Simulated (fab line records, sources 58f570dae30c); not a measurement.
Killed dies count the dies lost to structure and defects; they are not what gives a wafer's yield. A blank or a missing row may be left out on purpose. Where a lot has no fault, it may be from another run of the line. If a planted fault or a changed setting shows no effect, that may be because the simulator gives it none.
The tool behind it: which one? ; flow berkeley cmos170 ; 15 lots, 45 wafers sampled, at 3 steps of a route of 331

== WHAT THE GAUGES READ, wafer by wafer ==
UCB170_START_BOW_MEAS_00. Usual: INCOMING_BOW gives 0 um (standard deviation 6.6).
lot;measured;on;INCOMING_BOW (um);flag
L214;day 1 10:02;film metro-01;2 9 3;
L216;day 1 20:01;film metro-02;7 1 0;
L217;day 2 01:00;film metro-02;2 -3 -6;
L220;day 2 16:01;film metro-01;-4 1 14;
L221;day 2 21:02;film metro-02;10 -7 2;
L222;day 3 02:02;film metro-02;6 9 -4;
L224;day 3 12:01;film metro-01;-5 7 -1;
L226;day 3 22:04;film metro-02;2 7 -2;
L227;day 4 03:02;film metro-02;-2 9 10;
L228;day 4 08:00;film metro-03;1 -4 -1;
L229;day 4 13:00;film metro-02;-4 6 -2;
L231;day 4 23:02;film metro-02;11 0 -3;
L234;day 5 14:01;film metro-01;-2 7 0;
L235;day 5 19:00;film metro-03;-4 17 -3;
L237;day 6 05:01;film metro-01;0 -1 -13;

UCB170_PWELL_TW_MEAS_17. Usual: PWELL_TW gives 377.1 (standard deviation 2.8).
lot;measured;on;PWELL_TW;flag
L214;day 3 06:02;film metro-04;379.1 377.8 378.4;
L216;day 3 08:53;film metro-04;377.1 376.4 377.4;
L217;day 3 08:37;film metro-03;379.4 379.2 378.7;
L220;day 4 03:22;film metro-04;377.6 376.5 375.7;
L221;day 4 09:04;film metro-03;380.8 378.1 382.4;
L222;day 4 08:54;film metro-04;376.5 377.2 375.0;
L224;day 4 21:14;film metro-03;380.0 376.6 379.4;
L226;day 5 07:25;film metro-03;379.0 378.7 379.3;
L227;day 5 11:09;film metro-04;379.2 380.7 381.2;
L228;day 5 17:26;film metro-03;379.8 378.6 380.1;
L229;day 6 04:11;film metro-01;373.4 373.4 374.6;
L231;day 6 11:13;film metro-01;375.9 378.2 375.3;
L234;day 6 23:38;film metro-03;378.3 378.3 377.8;
L235;day 7 10:01;film metro-01;376.5 374.9 375.3;
L237;day 7 16:07;film metro-04;378.4 379.0 379.2;

== WHAT TOOL EACH LOT RAN ON (gives the tool, then ch and the chambers of the sampled wafers, and finally the start) ==
lot;UCB170_NWELL_STRIP_15
L214;plasma asher-04 ch 0,1, day 2 04:35
L216;plasma asher-02 ch 0,1, day 2 16:49
L217;plasma asher-01 ch 0,1, day 2 16:55
L220;plasma asher-02 ch 0,1, day 3 09:35
L221;plasma asher-04 ch 0,1, day 3 15:23
L222;plasma asher-02 ch 0,1, day 3 18:52
L224;plasma asher-02 ch 0,1, day 4 06:43
L226;plasma asher-04 ch 0,1, day 4 17:02
L227;plasma asher-02 ch 0,1, day 4 21:39
L228;plasma asher-02 ch 0, day 5 01:33
L229;plasma asher-04 ch 0,1, day 5 09:32
L231;plasma asher-02 ch 0,1, day 5 14:59
L234;plasma asher-01 ch 0,1, day 6 09:19
L235;plasma asher-02 ch 0,1, day 6 15:17
L237;plasma asher-01 ch 0,1, day 6 23:21
- UCB170_NWELL_STRIP_15: strips in O2.

== AS READ BY THE TOOLS THEMSELVES (means over the sampled wafers that have a number; for cases with no such wafer, the mark the record gives instead) ==
UCB170_NWELL_STRIP_15. Usual: chamber pressure mTorr 3499 mTorr, standard deviation 3.3; drypump motor current A 5.7 A, standard deviation 0.55; oes product au 0.721 a.u., standard deviation 0.0048; strip time to endpoint s 18.04 s, standard deviation 0.091.
lot;tool;chamber pressure mTorr (mTorr);drypump motor current A (A);oes product au (a.u.);strip time to endpoint s (s);flag
L214;plasma asher-04;3499;6.4;0.717;18.04;
L216;plasma asher-02;3502;5.4;0.721;17.93;
L217;plasma asher-01;3498;5.5;0.719;18.17;
L220;plasma asher-02;3503;5.4;0.727;18.04;
L221;plasma asher-04;3498;6.4;0.720;17.98;
L222;plasma asher-02;3498;5.4;0.719;18.03;
L224;plasma asher-02;3497;5.4;0.718;18.14;
L226;plasma asher-04;3497;6.4;0.725;18.09;
L227;plasma asher-02;3499;5.4;0.724;18.12;
L228;plasma asher-02;3498;5.5;0.719;18.17;
L229;plasma asher-04;3499;6.3;0.718;17.99;
L231;plasma asher-02;3502;5.4;0.720;17.97;
L234;plasma asher-01;3499;5.5;0.716;17.95;
L235;plasma asher-02;3497;5.3;0.721;17.96;
L237;plasma asher-01;3500;5.2;0.722;18.10;

== THE ANSWER, worked out from the rows above alone ==
Rule: a lot counts as off when the mean over its wafers that have a number is more than 3 standard deviations away from the usual mean. Also off: a lot with no number at a reading for which 4 or more lots have one. Where the step has rows for the other lots, those lots are counted as sound. First the gauges in route order, then the tools' own readings, where a lot's mean is used as printed above. The first step at which some lot is off is used, and at that step the reading that is off furthest; a lot without a number counts as furthest.
No lot is off at any reading shown: from this, nothing can be told.

== WHAT THE SIMULATOR HAD PUT IN ==
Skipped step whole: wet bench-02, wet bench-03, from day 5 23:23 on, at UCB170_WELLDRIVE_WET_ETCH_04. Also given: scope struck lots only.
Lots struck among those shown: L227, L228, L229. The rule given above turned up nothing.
